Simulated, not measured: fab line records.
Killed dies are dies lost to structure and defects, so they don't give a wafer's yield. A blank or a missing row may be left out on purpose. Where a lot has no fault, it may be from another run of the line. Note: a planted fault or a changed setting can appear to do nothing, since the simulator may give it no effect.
One fault seen from 2 desks | flow berkeley-cmos170 | each desk holds nothing but its own numbers, with what lay behind them at the end

== FROM THE METROLOGY DESK ==
Lot by lot, what the gauges showed, no matter which tool ran the lot: averages of those sampled wafers that carry a number. Marked OUT: a lot whose mean sits more than 4 standard deviations from the usual mean, which makes it out of limits; the brackets give that distance.
Columns: A = V1_POLISHED_THK at UCB170_V1_THK_MEAS_04, usual 999.8 nm; B = V1_OVL at UCB170_V1_OVL_MEAS_13, usual 1 nm; C = cd-nm at UCB170_V2_CD_MEAS_12, usual 699.5 nm
lot  | first seen here | A      | B  | C
L362 | day 7 12:35     | 999.9  | 7  | 699.9
L363 | day 7 13:00     | 998.7  | 3  | 699.4
L365 | day 7 19:38     | 999.8  | 7  | 700.7
L366 | day 8 02:49     | 998.8  | -8 | 700.1
L369 | day 8 13:44     | 999.0  | -1 | 698.8
L370 | day 9 06:35     | 1000.3 | 3  | 699.3
L374 | day 9 13:23     | 998.9  | 1  | 701.3
L378 | day 10 09:37    | 999.7  | 4  | 698.2
L379 | day 10 22:46    | 999.6  | 5  | 697.4
L377 | day 11 03:27    | 1001.1 | 3  | 699.2
L382 | day 11 07:16    | 1000.0 | -4 | 700.5
L380 | day 11 07:18    | 1001.1 | 3  | 700.3
L383 | day 11 07:35    | 998.9  | -3 | 698.2
L384 | day 11 07:52    | 998.8  | -1 | 698.8
Finding of this desk: none of the 14 lots has anything out of limits.

== TOOL OWNER'S DESK, pecvd-01 ==
The tool's own readings at UCB170_SPACER_CVD_00 (deposits SiO2 from TEOS/O2, target thk 376 nm, time 47 s): means of the sampled wafers that have a number, for each lot that ran on this tool. Marked OUT: a lot whose mean sits more than 4 standard deviations from the usual mean, which makes it out of limits; the brackets give that distance.
Columns: A = heater-power-w at UCB170_SPACER_CVD_00, usual 247 W; B = susceptor-temp-C at UCB170_SPACER_CVD_00, usual 390.00 C
lot  | first seen here | A   | B
L363 | day 6 18:41     | 236 | 389.90
L365 | day 6 21:40     | 259 | 390.03
L370 | day 8 07:32     | 261 | 389.98
L374 | day 8 11:51     | 240 | 390.15
Finding of this desk: none of the 4 lots has anything out of limits.

== PUT TOGETHER ==
From the metrology desk's view, nothing was out of limits.
The tool owner's desk saw nothing out of limits.

== WHAT WAS PUT IN BY THE SIMULATOR ==
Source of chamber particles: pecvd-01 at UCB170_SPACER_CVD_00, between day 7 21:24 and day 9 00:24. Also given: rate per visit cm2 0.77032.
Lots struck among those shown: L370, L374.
